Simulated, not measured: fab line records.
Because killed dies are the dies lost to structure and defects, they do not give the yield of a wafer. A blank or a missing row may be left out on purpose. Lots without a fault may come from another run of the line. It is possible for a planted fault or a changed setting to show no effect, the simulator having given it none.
Matching of chambers	flow berkeley-cmos170	4 sister chambers for UCB170_NWELL_ETCH_13 on rie-diel-02
The step etches Si3N4 in CH3F/Ar/O2, stops on SiO2, target depth 246.4 nm, time 154 s. 20 wafers are shown with their chamber, then 10 later ones without.

== WAFERS WITH THEIR CHAMBER ==
wafer	chamber	throttle-valve-pct (%)	drypump-motor-current-A (A)	oes-product-au (a.u.)
L075.1	2	8.26	5.73	0.954
L075.5	2	8.26	5.72	0.963
L075.6	1	8.19	5.57	0.929
L077.4	2	8.26	5.73	0.968
L077.5	2	8.26	5.74	0.965
L077.6	1	8.19	5.55	0.934
L078.1	0	8.24	5.54	0.925
L078.3	3	7.96	6.07	0.914
L078.5	3	7.95	6.12	0.914
L080.2	2	8.28	5.73	0.961
L080.5	1	8.18	5.59	0.925
L080.6	2	8.27	5.76	0.952
L081.2	0	8.25	5.50	0.914
L081.4	1	8.17	5.60	0.916
L081.5	0	8.25	5.52	0.916
L085.3	1	8.18	5.59	0.930
L085.4	0	8.25	5.53	0.930
L085.5	1	8.19	5.62	0.932
L087.2	0	8.25	5.51	0.945
L087.3	3	7.96	6.12	0.930

SIGNATURES (averages over the wafers above)
reading	chamber 0	chamber 1	chamber 2	chamber 3	scatter within a chamber
throttle-valve-pct	8.2480	8.1833	8.2650	7.9567	0.0072
drypump-motor-current-A	5.5200	5.5867	5.7350	6.1033	0.0202
oes-product-au	0.92600	0.92767	0.96050	0.91933	0.00866
Rule: distance of a wafer from a chamber = root of the sum over the readings of ((wafer's reading minus chamber's mean) / reading's scatter) squared. If the next closest chamber is less than 2 further off than the closest, the wafer can't be placed; otherwise it belongs to the closest. The scatter is the square root of a quotient: the sum, over the shown wafers, of each reading's squared deviation from its chamber's mean, divided by wafers minus chambers.

== WAFERS WITHOUT THEIR CHAMBER ==
wafer	throttle-valve-pct (%)	drypump-motor-current-A (A)	oes-product-au (a.u.)
L087.6	8.19	5.60	0.933
L089.3	7.95	6.10	0.935
L089.5	8.18	5.53	0.937
L089.6	8.26	5.54	0.936
L093.2	7.93	6.08	0.914
L093.4	8.26	5.54	0.927
L093.6	8.26	5.53	0.937
L095.2	8.25	5.55	0.933
L095.5	7.95	6.11	0.927
L095.6	8.24	5.52	0.938

== WHICH CHAMBER EACH WENT THROUGH ==
wafer	from the rows above	in truth
L087.6	1	1
L089.3	3	3
L089.5	1	1
L089.6	0	0
L093.2	3	3
L093.4	0	0
L093.6	0	0
L095.2	0	0
L095.5	3	3
L095.6	0	0
Correctly placed: 10 of 10. Number that these rows cannot place: 0. Placed wrongly: 0.
